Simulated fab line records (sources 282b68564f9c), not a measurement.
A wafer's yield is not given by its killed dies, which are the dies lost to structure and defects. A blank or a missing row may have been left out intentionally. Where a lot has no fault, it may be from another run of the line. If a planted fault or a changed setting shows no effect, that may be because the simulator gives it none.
Struck lot and sound lot, side by side ; flow rit cmos ; 14 out of 202 route steps
Sound: wafers L216.1, L216.2, L216.6. The struck wafers were L218.2, L218.5, L218.6. At the end, the cause is stated.
For every step that has rows: the tool of each side, followed by ch and its chambers, followed by its first start. Under that, the readings that differ: sound wafers ; struck wafers ; difference of the means ; sigmas: that difference in standard deviations of wafers without a fault.
alike: readings whose means differ by less than 2 such deviations, and words and numbers that are the same on both sides. not compared: withheld readings, readings that some wafer has no value for, bounds like >300 that may hide the same value, and numbers for which the record gives no deviation and whose values overlap.
A row with sigmas, a row that says differs or no value, or rows on one side alone: a step with any of these is where the two part. Numbers that don't overlap but have no deviation are shown without sigmas and don't part them. A reading missing from all wafers of one side parts the sides only when that side holds two or more wafers.

RIT_CONTACT_STRIP_12: strips in O2, time 180 s.
  sound on plasma asher-03 ch 0,1, day 6 01:08; struck on plasma asher-03 ch 0,1, day 6 11:10
  alike: drypump motor current A
  not compared: rf hours counter h
RIT_CONTACT_CD_MEAS_90: the cd target is 1000 nm.
  sound on cd sem-02 at day 6 01:19; struck on cd sem-01 at day 6 11:22
  alike: cd nm
then, 2 steps without rows for these wafers: RIT_CONTACT_CLEAN_13 (cleans in SC1, time 600 s); RIT_CONTACT_CLEAN_14 (cleans in SC2, time 600 s).
RIT_M1_SPUTTER_00: material Al, target thk 400 nm, time 500 s.
  sound on pvd sputter-03 at day 6 01:47; struck on pvd sputter-02 at day 6 11:59
  alike: throttle valve pct
RIT_M1_RS_MEAS_01: uses a four-point probe to measure.
  sound on film metro-02 at day 6 02:05; struck on film metro-02 at day 6 12:18
  alike: M1_AL_RS
RIT_M1_THK_MEAS_02: measures by xrf.
  sound on film metro-02 at day 6 02:12; struck on film metro-02 at day 6 12:25
  alike: M1_AL_THK
then, 5 steps without rows for these wafers: RIT_M1_HMDS_03 (prime time 60 s); RIT_M1_COAT_04 (resist thk 1300 nm); RIT_M1_SOFTBAKE_05 (time 60 s); RIT_M1_EXPOSE_06 (exposes mask M12, target cd 2600 nm); RIT_M1_PEB_07.
RIT_M1_DEVELOP_08: develop time 68 s.
  sound on litho track-01 ch 0, day 6 03:00; struck on litho track-02, day 6 13:00
  no value came back on the struck wafers for chill plate temp C (C), develop time s (s), developer temp C (C); on the sound wafers chill plate temp C (C) reads 22.94 23.17 23.00
RIT_M1_CD_MEAS_09: the cd target is 2600 nm.
  sound on cd sem-02 at day 6 03:16; struck on cd sem-01 at day 6 13:29
reading;sound;struck;difference;sigmas
cd nm (nm);2600.4 2601.2 2601.3;- - -;no value on the struck wafers;

== WHERE THEY PART ==
Earliest at RIT_M1_DEVELOP_08; latest, in this record, at RIT_M1_CD_MEAS_09.

WHY: what the simulator had put in
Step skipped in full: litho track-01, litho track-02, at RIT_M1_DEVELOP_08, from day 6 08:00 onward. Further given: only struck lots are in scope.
